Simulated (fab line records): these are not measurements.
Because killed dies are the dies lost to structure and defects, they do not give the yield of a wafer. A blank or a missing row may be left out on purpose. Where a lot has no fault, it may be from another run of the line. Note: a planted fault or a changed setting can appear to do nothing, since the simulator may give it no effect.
Split-lot trial :: flow berkeley_cmos170 :: 23 wafers read from 5 lots, route of 331 steps

SPLIT DETAILS
At UCB170_SILICIDE_SPUTTER_01 (material Ti, target thk 30 nm, time 25 s), the setting time_s was moved away from the recipe's 25 s on 7 of the 23 wafers read, by -14.1% to +9.6%. The other wafers ran this setting at the recipe's value.

SPLIT TO READING: what lies between them in the file, 1 step
- UCB170_SILICIDE_RS_MEAS_02: measures by four-point-probe

THE READING
SILICIDE_TI_THK, in nm, at UCB170_SILICIDE_THK_MEAS_03 (measures by xrf). A value of 29.96 nm with a standard deviation of 0.23 nm is what fault-free wafers of this fab line usually give.

wafer: L076.1
tool, chamber at the split: pvd_sputter-03, -
time_s as run, s: 27.39
against the recipe: +9.6%
SILICIDE_TI_THK, nm: 32.88
against lot-mates on the recipe: +2.92

wafer: L076.2
tool, chamber at the split: pvd_sputter-03, -
time_s as run, s: 25
against the recipe: recipe
SILICIDE_TI_THK, nm: 29.78
against lot-mates on the recipe: -

wafer: L076.3
tool, chamber at the split: pvd_sputter-03, -
time_s as run, s: 27.39
against the recipe: +9.6%
SILICIDE_TI_THK, nm: 32.74
against lot-mates on the recipe: +2.78

wafer: L076.4
tool, chamber at the split: pvd_sputter-03, -
time_s as run, s: 25
against the recipe: recipe
SILICIDE_TI_THK, nm: 30.15
against lot-mates on the recipe: -

wafer: L076.6
tool, chamber at the split: pvd_sputter-03, -
time_s as run, s: 27.39
against the recipe: +9.6%
SILICIDE_TI_THK, nm: 32.74
against lot-mates on the recipe: +2.78

wafer: L079.2
tool, chamber at the split: pvd_sputter-03, -
time_s as run, s: 26.2
against the recipe: +4.8%
SILICIDE_TI_THK, nm: 31.09
against lot-mates on the recipe: +1.11

wafer: L079.3
tool, chamber at the split: pvd_sputter-03, -
time_s as run, s: 25
against the recipe: recipe
SILICIDE_TI_THK, nm: 30.39
against lot-mates on the recipe: -

wafer: L079.4
tool, chamber at the split: pvd_sputter-03, -
time_s as run, s: 26.2
against the recipe: +4.8%
SILICIDE_TI_THK, nm: 31.15
against lot-mates on the recipe: +1.17

wafer: L079.5
tool, chamber at the split: pvd_sputter-03, -
time_s as run, s: 25
against the recipe: recipe
SILICIDE_TI_THK, nm: 29.81
against lot-mates on the recipe: -

wafer: L079.6
tool, chamber at the split: pvd_sputter-03, -
time_s as run, s: 25
against the recipe: recipe
SILICIDE_TI_THK, nm: 29.73
against lot-mates on the recipe: -

wafer: L081.1
tool, chamber at the split: pvd_sputter-04, -
time_s as run, s: 25
against the recipe: recipe
SILICIDE_TI_THK, nm: 30.10
against lot-mates on the recipe: -

wafer: L081.2
tool, chamber at the split: pvd_sputter-04, -
time_s as run, s: 25
against the recipe: recipe
SILICIDE_TI_THK, nm: 30.19
against lot-mates on the recipe: -

wafer: L081.4
tool, chamber at the split: pvd_sputter-04, -
time_s as run, s: 21.48
against the recipe: -14.1%
SILICIDE_TI_THK, nm: 25.96
against lot-mates on the recipe: -4.04

wafer: L081.5
tool, chamber at the split: pvd_sputter-04, -
time_s as run, s: 25
against the recipe: recipe
SILICIDE_TI_THK, nm: 29.70
against lot-mates on the recipe: -

wafer: L081.6
tool, chamber at the split: pvd_sputter-04, -
time_s as run, s: 21.48
against the recipe: -14.1%
SILICIDE_TI_THK, nm: 25.97
against lot-mates on the recipe: -4.03

wafer: L083.2
tool, chamber at the split: pvd_sputter-03, -
time_s as run, s: 25
against the recipe: recipe
SILICIDE_TI_THK, nm: 30.07
against lot-mates on the recipe: -

wafer: L083.3
tool, chamber at the split: pvd_sputter-03, -
time_s as run, s: 25
against the recipe: recipe
SILICIDE_TI_THK, nm: 29.99
against lot-mates on the recipe: -

wafer: L083.4
tool, chamber at the split: pvd_sputter-03, -
time_s as run, s: 25
against the recipe: recipe
SILICIDE_TI_THK, nm: 29.65
against lot-mates on the recipe: -

wafer: L083.5
tool, chamber at the split: pvd_sputter-03, -
time_s as run, s: 25
against the recipe: recipe
SILICIDE_TI_THK, nm: 29.97
against lot-mates on the recipe: -

wafer: L083.6
tool, chamber at the split: pvd_sputter-03, -
time_s as run, s: 25
against the recipe: recipe
SILICIDE_TI_THK, nm: 29.80
against lot-mates on the recipe: -

wafer: L085.1
tool, chamber at the split: pvd_sputter-03, -
time_s as run, s: 25
against the recipe: recipe
SILICIDE_TI_THK, nm: 29.97
against lot-mates on the recipe: -

wafer: L085.3
tool, chamber at the split: pvd_sputter-03, -
time_s as run, s: 25
against the recipe: recipe
SILICIDE_TI_THK, nm: 30.40
against lot-mates on the recipe: -

wafer: L085.6
tool, chamber at the split: pvd_sputter-03, -
time_s as run, s: 25
against the recipe: recipe
SILICIDE_TI_THK, nm: 29.77
against lot-mates on the recipe: -

THE FIT
A straight line over all 23 wafers: SILICIDE_TI_THK changes by +0.286 nm for each +1% of time_s; r = +0.99; the points scatter about the line by 0.21 nm.
The same after taking each lot's own level away (the mean of its wafers on the recipe; 23 wafers): +0.287 nm for each +1%; r = +0.99; scatter 0.21 nm.
The reading moves by 4 nm for the largest change in time_s, on that fit.
From 29.896 to 30.047 nm: that is the span of the lots' own levels, equal to 0.7 times the standard deviation above.
Consequently the slope shifts little with the lot-to-lot level, the two slopes agreeing.
Check: -4.05 nm against its lot-mates is what the line predicts for one of the wafers moved furthest among these (-14.1%) when that wafer is left out of the fit. Against them it came out at -4.04 nm.

FURTHER SPLITS ON THESE WAFERS
These wafers also went through other splits before the reading. Each is held against what the fit with the lots' levels taken away leaves over:
other split on the same wafers: UCB170_NSD_EXPOSE_03 dose_mj
wafers away from the commonest value: 8
r with SILICIDE_TI_THK (lot level and that fit taken away): -0.01

other split on the same wafers: UCB170_NSD_IMPLANT_08 dose_cm2
wafers away from the commonest value: 11
r with SILICIDE_TI_THK (lot level and that fit taken away): +0.17

THE WHOLE CHAIN: every reading that the file lists as answering this split, in the file's order
step: UCB170_SILICIDE_SPUTTER_01
what it does: material Ti, target thk 30 nm, time 25 s
reading: Ti_of_SILICIDE_SPUTTER_01.thk_nm (the simulator's own value, which no gauge read)
change (the file's fit): +0.29 nm for each +1% of the setting
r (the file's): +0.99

step: UCB170_SILICIDE_RS_MEAS_02
what it does: measures by four-point-probe
reading: SILICIDE_TI_RS
change (the file's fit): -0.32 for each +1% of the setting
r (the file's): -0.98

step: UCB170_SILICIDE_THK_MEAS_03
what it does: measures by xrf
reading: SILICIDE_TI_THK
change (the file's fit): +0.286 for each +1% of the setting
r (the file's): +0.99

THE FILE'S OWN FIT
SILICIDE_TI_THK changes by +0.286 nm for each +1% of time_s, r = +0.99.
